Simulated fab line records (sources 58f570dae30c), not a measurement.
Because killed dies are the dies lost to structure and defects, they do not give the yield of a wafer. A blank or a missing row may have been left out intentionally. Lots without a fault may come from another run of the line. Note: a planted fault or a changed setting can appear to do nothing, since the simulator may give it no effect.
The tool behind it: which one?	flow berkeley_cmos170	Sampling: 14 lots, 42 wafers, 4 of 331 route steps

== WHAT THE GAUGES SHOWED, per wafer ==
UCB170_FIELD_THK_MEAS_91. Usual: FIELD_OXIDE_LEFT_2_THK 354 nm, standard deviation 14.
lot	measured	on	FIELD_OXIDE_LEFT_2_THK (nm)	flag
L359	day 6 15:20	film_metro-03	370 372 382	
L360	day 6 15:08	film_metro-03	371 376 375	
L363	day 7 14:29	film_metro-04	354 352 371	
L364	day 7 15:32	film_metro-01	377 376 375	
L365	day 7 14:46	film_metro-01	384 380 381	
L371	day 9 04:14	film_metro-01	352 346 347	
L372	day 9 04:05	film_metro-01	350 343 348	
L373	day 9 09:31	film_metro-04	336 338 345	
L374	day 9 19:11	film_metro-03	343 346 343	
L375	day 9 18:38	film_metro-03	351 348 360	
L376	day 9 19:39	film_metro-01	352 346 339	
L379	day 10 11:08	film_metro-03	355 360 355	
L381	day 10 21:53	film_metro-04	341 341 349	
L382	day 11 01:29	film_metro-04	346 342 350	

UCB170_M3_CD_MEAS_15: the cd target is 700 nm. Usual: cd_nm 700.6 nm, standard deviation 1.4.
lot	measured	on	cd_nm (nm)	flag
L359	day 9 05:37	cd_sem-02	701.6 701.1 700.2	
L360	day 9 07:56	cd_sem-01	699.6 699.4 698.1	
L363	day 9 22:28	cd_sem-02	701.2 701.4 701.0	
L364	day 9 21:18	cd_sem-01	702.4 702.7 702.2	
L365	day 9 21:35	cd_sem-02	700.6 701.5 700.5	
L371	day 11 14:30	cd_sem-02	699.4 700.5 701.1	
L372	day 11 14:59	cd_sem-02	699.8 699.8 700.3	
L373	day 11 19:31	cd_sem-02	700.8 700.7 700.6	
L374	day 12 04:50	cd_sem-02	701.1 700.6 701.2	
L375	day 12 07:01	cd_sem-02	697.0 697.6 697.9	
L376	day 12 06:53	cd_sem-02	700.0 699.1 698.9	
L379	day 12 22:20	cd_sem-01	700.7 701.4 700.8	
L381	day 13 08:17	cd_sem-01	701.7 701.6 701.0	
L382	day 13 08:29	cd_sem-01	699.5 700.8 701.2	

== WHICH TOOL RAN EACH LOT (tool, then ch and the chambers of the sampled wafers, then the start) ==
lot	UCB170_START_OXIDATION_02	UCB170_PWELL_ETCH_14
L359	furnace-04 ch 0, day 1 13:44	rie_diel-04 ch 0,3, day 3 07:54
L360	furnace-04 ch 0, day 1 19:35	rie_diel-03 ch 0,3, day 3 14:20
L363	furnace-04 ch 0, day 2 09:55	rie_diel-04 ch 1,2,3, day 4 03:44
L364	furnace-04 ch 0, day 2 15:21	rie_diel-01 ch 0,2,3, day 4 12:54
L365	furnace-04 ch 0, day 2 20:51	rie_diel-03 ch 1,2, day 4 12:55
L371	furnace-02 ch 0, day 4 04:45	rie_diel-04 ch 0,2,3, day 5 22:25
L372	furnace-02 ch 0, day 4 04:45	rie_diel-03 ch 1,2,3, day 5 22:35
L373	furnace-02 ch 0, day 4 10:30	rie_diel-03 ch 1,2, day 6 07:53
L374	furnace-02 ch 0, day 4 18:01	rie_diel-04 ch 1,2,3, day 6 22:17
L375	furnace-02 ch 0, day 5 01:07	rie_diel-01 ch 2,3, day 6 23:07
L376	furnace-02 ch 0, day 5 01:07	rie_diel-03 ch 0,1, day 6 22:14
L379	furnace-04 ch 0, day 5 16:22	rie_diel-04 ch 1,2,3, day 7 15:43
L381	furnace-02 ch 0, day 6 00:52	rie_diel-03 ch 0,2,3, day 7 18:53
L382	furnace-02 ch 0, day 6 09:03	rie_diel-01 ch 0,1,3, day 8 09:02
- UCB170_START_OXIDATION_02: target thk 20 nm, ox time 1800 s.
- UCB170_PWELL_ETCH_14: etches Si3N4 in CH3F/Ar/O2, stops on SiO2, target depth 242 nm, time 151 s.

== WHAT THE TOOLS THEMSELVES READ (means of the sampled wafers that have a number; where no wafer has one, the mark that the record gives instead) ==
UCB170_START_OXIDATION_02. Usual: tube_center_temp_C_max 952.5, standard deviation 0.35.
lot	tool	tube_center_temp_C_max	flag
L359	furnace-04	952.9	
L360	furnace-04	952.3	
L363	furnace-04	952.6	
L364	furnace-04	952.2	
L365	furnace-04	952.5	
L371	furnace-02	952.4	
L372	furnace-02	952.3	
L373	furnace-02	952.9	
L374	furnace-02	952.4	
L375	furnace-02	952.5	
L376	furnace-02	952.3	
L379	furnace-04	952.6	
L381	furnace-02	952.7	
L382	furnace-02	952.3	

UCB170_PWELL_ETCH_14. Usual: drypump_motor_current_A 5.6 A, standard deviation 0.38; oes_product_au 0.944 a.u., standard deviation 0.014; throttle_valve_pct 8.15 %, standard deviation 0.13.
lot	tool	drypump_motor_current_A (A)	oes_product_au (a.u.)	throttle_valve_pct (%)	flag
L359	rie_diel-04	5.8	0.941	8.05	
L360	rie_diel-03	5.7	0.958	8.09	
L363	rie_diel-04	5.7	0.938	8.10	
L364	rie_diel-01	5.6	0.941	8.20	
L365	rie_diel-03	5.1	0.933	8.25	
L371	rie_diel-04	5.7	0.940	8.09	
L372	rie_diel-03	5.6	0.938	8.26	
L373	rie_diel-03	5.4	0.922	8.23	
L374	rie_diel-04	5.7	0.946	8.09	
L375	rie_diel-01	5.5	0.927	8.12	
L376	rie_diel-03	5.6	0.938	8.15	
L379	rie_diel-04	5.7	0.941	8.08	
L381	rie_diel-03	5.5	0.946	8.18	
L382	rie_diel-01	5.5	0.968	8.21	

== THE ANSWER, worked out from the rows above alone ==
Rule: take the mean of a lot's wafers that have a number; if it is more than 3 standard deviations from the usual mean, the lot is off. Also off: a lot with no number at a reading for which 4 or more lots have one. Any other lot the step has rows for is counted as sound. Order of review: gauges by route order, followed by the tools' own readings, for which a lot's mean as printed above is used. At the first step where some lot is off, the reading lying furthest off is the one used; lots without a number count as furthest.
None of the lots is off at any reading shown; this tells nothing.

== WHAT THE SIMULATOR HAD PUT IN ==
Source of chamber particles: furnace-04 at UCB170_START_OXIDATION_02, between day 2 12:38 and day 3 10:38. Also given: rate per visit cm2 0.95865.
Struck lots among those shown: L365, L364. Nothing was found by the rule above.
